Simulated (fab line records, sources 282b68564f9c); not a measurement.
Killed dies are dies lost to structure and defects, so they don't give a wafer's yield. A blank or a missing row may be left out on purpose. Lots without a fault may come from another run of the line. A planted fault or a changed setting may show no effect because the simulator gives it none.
Split-lot experiment | flow rit_cmos | 5 lots, 23 wafers read, on a route of 202 steps

THE SPLIT
At RIT_NLDD_IMPLANT_08, the setting energy_kev was moved away from the recipe's 20 on 8 of the 23 wafers read, by -4.8% to +2.9%. The other wafers ran this setting at the recipe's value.

The reading is taken at the split's own step.

THE READING
implant.drp_nm (the simulator's own value, which no gauge read), in nm, at RIT_NLDD_IMPLANT_08. The file gives no usual value for it.

wafer  | tool, chamber at the split | energy_kev as run | against the recipe | implant.drp_nm, nm | against lot-mates on the recipe
L077.2 | implanter-01, 0            | 20                | recipe             | 12.97              | -
L077.3 | implanter-01, 0            | 20                | recipe             | 12.97              | -
L077.4 | implanter-01, 0            | 20                | recipe             | 12.97              | -
L077.5 | implanter-01, 0            | 19.04             | -4.8%              | 12.59              | -0.38
L077.6 | implanter-01, 0            | 19.04             | -4.8%              | 12.59              | -0.38
L078.1 | implanter-01, 0            | 20.55             | +2.8%              | 13.18              | +0.21
L078.3 | implanter-01, 0            | 20.55             | +2.8%              | 13.18              | +0.21
L078.6 | implanter-01, 0            | 20.55             | +2.8%              | 13.18              | +0.21
L078.4 | implanter-01, 0            | 20                | recipe             | 12.97              | -
L078.5 | implanter-01, 0            | 20                | recipe             | 12.97              | -
L080.2 | implanter-01, 0            | 20                | recipe             | 12.97              | -
L080.3 | implanter-01, 0            | 20                | recipe             | 12.97              | -
L080.4 | implanter-01, 0            | 20                | recipe             | 12.97              | -
L080.5 | implanter-01, 0            | 20                | recipe             | 12.97              | -
L080.6 | implanter-01, 0            | 20                | recipe             | 12.97              | -
L081.1 | implanter-02, 0            | 20.58             | +2.9%              | 13.19              | +0.22
L081.2 | implanter-02, 0            | 20.58             | +2.9%              | 13.19              | +0.22
L081.3 | implanter-02, 0            | 20.58             | +2.9%              | 13.19              | +0.22
L081.4 | implanter-02, 0            | 20                | recipe             | 12.97              | -
L081.6 | implanter-02, 0            | 20                | recipe             | 12.97              | -
L083.4 | implanter-03, 0            | 20                | recipe             | 12.97              | -
L083.5 | implanter-03, 0            | 20                | recipe             | 12.97              | -
L083.6 | implanter-03, 0            | 20                | recipe             | 12.97              | -

THE FIT
A straight line over all 23 wafers: implant.drp_nm changes by +0.0777 nm for each +1% of energy_kev; r = +1.00; the points scatter about the line by 0.0027 nm.
The same after taking each lot's own level away (the mean of its wafers on the recipe; 23 wafers): +0.0777 nm for each +1%; r = +1.00; scatter 0.0027 nm.
On that fit, the largest move of energy_kev shifts the reading by 0.37 nm.
The lots' own levels span 12.970 to 12.970 nm.
So the lot-to-lot level changes the slope little: the two slopes agree.
Check: with one of the wafers moved furthest among these (-4.8%) left out of the fit, the line predicts -0.373 nm for it against its lot-mates. It came out at -0.38 nm against them.

OTHER SPLITS ON THESE WAFERS
These wafers also went through other splits before the reading. Each is held against what the fit with the lots' levels taken away leaves over:
other split on the same wafers | wafers away from the commonest value | r with implant.drp_nm (lot level and that fit taken away)
RIT_GATE_COAT_11 spin_rpm      | 5                                    | +0.06
RIT_GATE_ETCH_19 time_s        | 9                                    | -0.35
RIT_NLDD_COAT_01 spin_rpm      | 7                                    | -0.29

THE WHOLE CHAIN: every reading that the file lists as answering this split, in the file's order
step                | what it does | reading                                                         | change (the file's fit)                | r (the file's)
RIT_NLDD_IMPLANT_08 |              | implant.rp_nm (the simulator's own value, which no gauge read)  | +0.186 nm for each +1% of the setting  | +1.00
RIT_NLDD_IMPLANT_08 |              | implant.drp_nm (the simulator's own value, which no gauge read) | +0.0785 nm for each +1% of the setting | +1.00

THE FILE'S OWN FIT
implant.drp_nm changes by +0.0785 nm for each +1% of energy_kev, r = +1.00.
